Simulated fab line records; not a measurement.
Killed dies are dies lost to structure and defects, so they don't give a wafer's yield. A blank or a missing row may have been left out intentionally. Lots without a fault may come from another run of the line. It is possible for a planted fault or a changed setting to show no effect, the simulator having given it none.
Shared-tool check || flow berkeleyCmos170 || 33 wafers sampled across 11 lots

## WHAT PROMPTED THE OPENING
Of 11 lots, 2 have the reading NWELL_OXIDE_THK flagged at UCB170_NWELL_THK_MEAS_02. Wafers without a fault read 26.1 nm, standard deviation 0.48.
Rule: flag the lot when none of its wafers has a number, or when each of its wafers that has one lies beyond 4 standard deviations from that mean. The rest of the lots are taken to be sound.

{"lot": "L175", "measured": "day 2 03:28", "on": "filmMetro-04", "NWELL_OXIDE_THK (nm), wafer by wafer": "26.2 26.6 25.9", "flag": ""}
{"lot": "L176", "measured": "day 2 03:30", "on": "filmMetro-02", "NWELL_OXIDE_THK (nm), wafer by wafer": "26.7 26.7 26.4", "flag": ""}
{"lot": "L178", "measured": "day 2 14:16", "on": "filmMetro-02", "NWELL_OXIDE_THK (nm), wafer by wafer": "25.9 26.1 25.9", "flag": ""}
{"lot": "L177", "measured": "day 2 14:17", "on": "filmMetro-04", "NWELL_OXIDE_THK (nm), wafer by wafer": "26.7 26.6 26.4", "flag": ""}
{"lot": "L182", "measured": "day 3 15:38", "on": "filmMetro-02", "NWELL_OXIDE_THK (nm), wafer by wafer": "25.8 26.3 26.5", "flag": ""}
{"lot": "L184", "measured": "day 3 19:51", "on": "filmMetro-04", "NWELL_OXIDE_THK (nm), wafer by wafer": "27.2 26.4 27.4", "flag": ""}
{"lot": "L185", "measured": "day 4 05:13", "on": "filmMetro-02", "NWELL_OXIDE_THK (nm), wafer by wafer": "33.8 34.3 34.3", "flag": "FLAGGED"}
{"lot": "L186", "measured": "day 4 09:15", "on": "filmMetro-04", "NWELL_OXIDE_THK (nm), wafer by wafer": "34.1 34.0 34.6", "flag": "FLAGGED"}
{"lot": "L196", "measured": "day 6 15:02", "on": "filmMetro-04", "NWELL_OXIDE_THK (nm), wafer by wafer": "26.4 26.4 26.5", "flag": ""}
{"lot": "L197", "measured": "day 6 15:08", "on": "filmMetro-04", "NWELL_OXIDE_THK (nm), wafer by wafer": "25.7 26.0 25.9", "flag": ""}
{"lot": "L198", "measured": "day 7 01:38", "on": "filmMetro-04", "NWELL_OXIDE_THK (nm), wafer by wafer": "26.0 26.7 26.7", "flag": ""}
The mean of the flagged lots' numbers is 34.2 nm, +8.1 nm from the usual (+17 standard deviations).

## EACH LOT AND THE TOOL IT RAN ON
The record holds 1 process step before the reading, out of a route of 331 steps. Read each cell as the tool, then ch plus the chambers that the sampled wafers visited, then the start.
{"lot": "L175", "flag": "", "UCB170_NWELL_OXIDATION_01": "furnace-02 ch 0, day 2 02:07"}
{"lot": "L176", "flag": "", "UCB170_NWELL_OXIDATION_01": "furnace-02 ch 0, day 2 02:07"}
{"lot": "L178", "flag": "", "UCB170_NWELL_OXIDATION_01": "furnace-04 ch 0, day 2 12:55"}
{"lot": "L177", "flag": "", "UCB170_NWELL_OXIDATION_01": "furnace-04 ch 0, day 2 12:55"}
{"lot": "L182", "flag": "", "UCB170_NWELL_OXIDATION_01": "furnace-01 ch 0, day 3 14:17"}
{"lot": "L184", "flag": "", "UCB170_NWELL_OXIDATION_01": "furnace-01 ch 0, day 3 18:29"}
{"lot": "L185", "flag": "FLAGGED", "UCB170_NWELL_OXIDATION_01": "furnace-01 ch 0, day 4 03:51"}
{"lot": "L186", "flag": "FLAGGED", "UCB170_NWELL_OXIDATION_01": "furnace-01 ch 0, day 4 07:52"}
{"lot": "L196", "flag": "", "UCB170_NWELL_OXIDATION_01": "furnace-02 ch 0, day 6 13:41"}
{"lot": "L197", "flag": "", "UCB170_NWELL_OXIDATION_01": "furnace-02 ch 0, day 6 13:41"}
{"lot": "L198", "flag": "", "UCB170_NWELL_OXIDATION_01": "furnace-04 ch 0, day 7 00:17"}
What the steps here do:
- UCB170_NWELL_OXIDATION_01: target thk 26.4 nm, ox time 1260 s.
- UCB170_NWELL_THK_MEAS_02

## FLAGGED OVER TOTAL, TOOL BY TOOL (the gauges that took the reading come last)
{"step": "UCB170_NWELL_OXIDATION_01", "tool": "furnace-01", "lots run": 4, "flagged": 2, "share of the flagged lots": "all", "sound lots run after its first flagged lot": 0}
{"step": "UCB170_NWELL_OXIDATION_01", "tool": "furnace-02", "lots run": 4, "flagged": 0, "share of the flagged lots": "none", "sound lots run after its first flagged lot": "-"}
{"step": "UCB170_NWELL_OXIDATION_01", "tool": "furnace-04", "lots run": 3, "flagged": 0, "share of the flagged lots": "none", "sound lots run after its first flagged lot": "-"}
{"step": "UCB170_NWELL_THK_MEAS_02", "tool": "filmMetro-02", "lots run": 4, "flagged": 1, "share of the flagged lots": "some", "sound lots run after its first flagged lot": 0}
{"step": "UCB170_NWELL_THK_MEAS_02", "tool": "filmMetro-04", "lots run": 7, "flagged": 1, "share of the flagged lots": "some", "sound lots run after its first flagged lot": "3 (L196,L197,L198)"}

## WHAT THE TABLE ALLOWS
In the table, 1 row covers all flagged lots: furnace-01 at UCB170_NWELL_OXIDATION_01.
- furnace-01 at UCB170_NWELL_OXIDATION_01: 2 of its 4 lots flagged. Last sound lot L184 at day 3 18:29, first flagged lot L185 at day 4 03:51; a fault beginning in between fits. Its own readings lie more than 4 standard deviations out on every wafer of the flagged lots: spikeTcCentreC, spikeTcLoadC, spikeTcSourceC, tubeCenterTempC, tube_center_temp_C_max.
furnace-01 at UCB170_NWELL_OXIDATION_01 is the single tool remaining.

## WHAT THE SIMULATOR PUT IN
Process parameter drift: furnace-01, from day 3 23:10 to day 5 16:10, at UCB170_NWELL_OXIDATION_01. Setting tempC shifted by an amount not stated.
Lots struck among those shown: L185, L186. Same finding as the rule above.
